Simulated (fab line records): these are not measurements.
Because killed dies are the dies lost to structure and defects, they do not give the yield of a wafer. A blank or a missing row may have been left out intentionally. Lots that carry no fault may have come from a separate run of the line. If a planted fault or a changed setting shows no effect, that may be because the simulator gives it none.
Which of the tools did it? + flow rit_cmos + 15 lots, 45 wafers sampled, at 3 steps of a route of 202

== WHAT THE GAUGES SHOWED, per wafer ==
RIT_M1_CD_MEAS_90 targets a cd of 2600 nm. Usual: cd_nm 2600.0 nm, standard deviation 2.7.
| lot  | measured    | on        | cd_nm (nm)           | flag |
|------|-------------|-----------|----------------------|------|
| L691 | day 4 01:31 | cd_sem-02 | 2602.5 2597.9 2603.1 |      |
| L692 | day 4 05:17 | cd_sem-02 | 2599.8 2596.4 2597.6 |      |
| L693 | day 4 13:02 | cd_sem-01 | 2600.2 2601.1 2601.3 |      |
| L694 | day 4 17:55 | cd_sem-01 | 2598.0 2603.5 2597.9 |      |
| L695 | day 4 19:52 | cd_sem-02 | 2600.6 2601.6 2603.5 |      |
| L696 | day 5 00:56 | cd_sem-02 | - - -                | OFF  |
| L697 | day 5 05:37 | cd_sem-02 | - - -                | OFF  |
| L698 | day 5 10:08 | cd_sem-02 | - - -                | OFF  |
| L702 | day 6 06:23 | cd_sem-02 | 2600.1 2596.8 2599.9 |      |
| L703 | day 6 12:01 | cd_sem-02 | 2603.3 2602.1 2605.8 |      |
| L704 | day 6 17:59 | cd_sem-01 | 2596.4 2598.4 2597.5 |      |
| L705 | day 6 20:54 | cd_sem-02 | 2598.9 2603.7 2600.7 |      |
| L707 | day 7 07:42 | cd_sem-02 | 2605.1 2605.0 2603.1 |      |
| L709 | day 7 17:01 | cd_sem-02 | 2597.7 2594.9 2595.2 |      |
| L711 | day 8 03:07 | cd_sem-02 | 2599.0 2597.1 2596.7 |      |

RIT_M1_BOW_MEAS_16. Usual: M1_BOW gives 16 um (standard deviation 6.2).
| lot  | measured    | on            | M1_BOW (um) | flag |
|------|-------------|---------------|-------------|------|
| L691 | day 4 03:08 | film_metro-03 | 8 20 11     |      |
| L692 | day 4 06:54 | film_metro-02 | 11 10 16    |      |
| L693 | day 4 14:42 | film_metro-02 | 10 22 17    |      |
| L694 | day 4 19:32 | film_metro-03 | 20 5 30     |      |
| L695 | day 4 21:29 | film_metro-03 | 14 13 11    |      |
| L696 | day 5 02:33 | film_metro-03 | -4 -9 -1    | OFF  |
| L697 | day 5 07:14 | film_metro-02 | -1 2 -6     |      |
| L698 | day 5 11:45 | film_metro-02 | 7 -4 0      |      |
| L702 | day 6 08:01 | film_metro-03 | 9 18 14     |      |
| L703 | day 6 13:38 | film_metro-03 | 19 25 10    |      |
| L704 | day 6 19:37 | film_metro-03 | 24 16 22    |      |
| L705 | day 6 22:57 | film_metro-01 | 12 19 19    |      |
| L707 | day 7 09:32 | film_metro-01 | 27 23 17    |      |
| L709 | day 7 19:33 | film_metro-01 | 21 16 25    |      |
| L711 | day 8 07:05 | film_metro-02 | 21 20 26    |      |

== EACH LOT AND THE TOOL THAT RAN IT (in order: tool; ch and the chambers of the sampled wafers; start) ==
| lot  | RIT_M1_METAL_ETCH_12             |
|------|----------------------------------|
| L691 | rie_metal-03 ch 0,1, day 4 00:59 |
| L692 | rie_metal-04 ch 0,1, day 4 04:45 |
| L693 | rie_metal-02 ch 0,1, day 4 12:30 |
| L694 | rie_metal-03 ch 0,1, day 4 17:23 |
| L695 | rie_metal-04 ch 0,1, day 4 19:20 |
| L696 | rie_metal-02 ch 0,1, day 5 00:25 |
| L697 | rie_metal-03 ch 0,1, day 5 05:05 |
| L698 | rie_metal-04 ch 0,1, day 5 09:36 |
| L702 | rie_metal-04 ch 0,1, day 6 05:50 |
| L703 | rie_metal-03 ch 0,1, day 6 11:15 |
| L704 | rie_metal-04 ch 0,1, day 6 17:16 |
| L705 | rie_metal-03 ch 0,1, day 6 20:10 |
| L707 | rie_metal-03 ch 0,1, day 7 07:11 |
| L709 | rie_metal-02 ch 0,1, day 7 16:30 |
| L711 | rie_metal-04 ch 1, day 8 02:37   |
- RIT_M1_METAL_ETCH_12: etches Al in Cl2/BCl3, stops on SiO2, time 165 s, target depth 600 nm.

== AS READ BY THE TOOLS THEMSELVES (means over the sampled wafers that have a number; for cases with no such wafer, the mark the record gives instead) ==
RIT_M1_METAL_ETCH_12. Usual: bcl3_flow_sccm 50.03 sccm, standard deviation 0.14; chamber_pressure_mTorr 100.00 mTorr, standard deviation 0.097; drypump_motor_current_A 5.5 A, standard deviation 0.59; he_backside_leak_sccm 3.5 sccm, standard deviation 0.35; oes_product_au 0.768 a.u., standard deviation 0.012; throttle_valve_pct 8.26 %, standard deviation 0.12.
| lot  | tool         | bcl3_flow_sccm (sccm) | chamber_pressure_mTorr (mTorr) | drypump_motor_current_A (A) | he_backside_leak_sccm (sccm) | oes_product_au (a.u.) | throttle_valve_pct (%) | flag |
|------|--------------|-----------------------|--------------------------------|-----------------------------|------------------------------|-----------------------|------------------------|------|
| L691 | rie_metal-03 | 49.93                 | 100.02                         | 5.3                         | 3.2                          | 0.769                 | 8.10                   |      |
| L692 | rie_metal-04 | 50.07                 | 100.10                         | 5.8                         | 3.6                          | 0.776                 | 8.30                   |      |
| L693 | rie_metal-02 | 50.06                 | 99.94                          | 4.9                         | 3.2                          | 0.752                 | 8.40                   |      |
| L694 | rie_metal-03 | 49.91                 | 99.94                          | 5.5                         | 3.5                          | 0.775                 | 8.16                   |      |
| L695 | rie_metal-04 | 49.89                 | 100.04                         | 6.3                         | 3.8                          | 0.762                 | 8.32                   |      |
| L696 | rie_metal-02 | -                     | -                              | -                           | -                            | -                     | -                      | OFF  |
| L697 | rie_metal-03 | -                     | -                              | -                           | -                            | -                     | -                      | OFF  |
| L698 | rie_metal-04 | -                     | -                              | -                           | -                            | -                     | -                      | OFF  |
| L702 | rie_metal-04 | 50.14                 | 100.05                         | 5.8                         | 3.5                          | 0.776                 | 8.30                   |      |
| L703 | rie_metal-03 | 49.97                 | 100.01                         | 5.5                         | 3.7                          | 0.770                 | 8.17                   |      |
| L704 | rie_metal-04 | 50.12                 | 99.98                          | 6.2                         | 3.5                          | 0.754                 | 8.32                   |      |
| L705 | rie_metal-03 | 50.02                 | 100.05                         | 5.3                         | 3.3                          | 0.768                 | 8.10                   |      |
| L707 | rie_metal-03 | 50.00                 | 99.95                          | 5.3                         | 4.4                          | 0.755                 | 8.11                   |      |
| L709 | rie_metal-02 | 50.09                 | 99.96                          | 4.9                         | 3.2                          | 0.786                 | 8.38                   |      |
| L711 | rie_metal-04 | 49.98                 | 100.09                         | 5.4                         | 3.5                          | 0.776                 | 8.29                   |      |

== THE ANSWER, worked out from the rows above alone ==
Rule: take the mean of a lot's wafers that have a number; if it is more than 3 standard deviations from the usual mean, the lot is off. A lot without any number at a reading at which 4 lots or more have one is off too. Any other lot the step has rows for is counted as sound. First the gauges in route order, then the tools' own readings, where a lot's mean is used as printed above. The first step at which some lot is off is used, and at that step the reading that is off furthest; a lot without a number counts as furthest.
Off: L696, L697, L698, at RIT_M1_CD_MEAS_90 (cd_nm). Without a number there: L696, L697, L698.
A tool fits if, at a process step before that reading, it ran every lot that is off, and no sound lot after the first of them. Not tried: the gauges at RIT_M1_CD_MEAS_90; whatever is off there is also off at RIT_M1_METAL_ETCH_12, on other tools, and gauge error can't account for it. None of those tried fits.

== WHAT THE SIMULATOR HAD PUT IN ==
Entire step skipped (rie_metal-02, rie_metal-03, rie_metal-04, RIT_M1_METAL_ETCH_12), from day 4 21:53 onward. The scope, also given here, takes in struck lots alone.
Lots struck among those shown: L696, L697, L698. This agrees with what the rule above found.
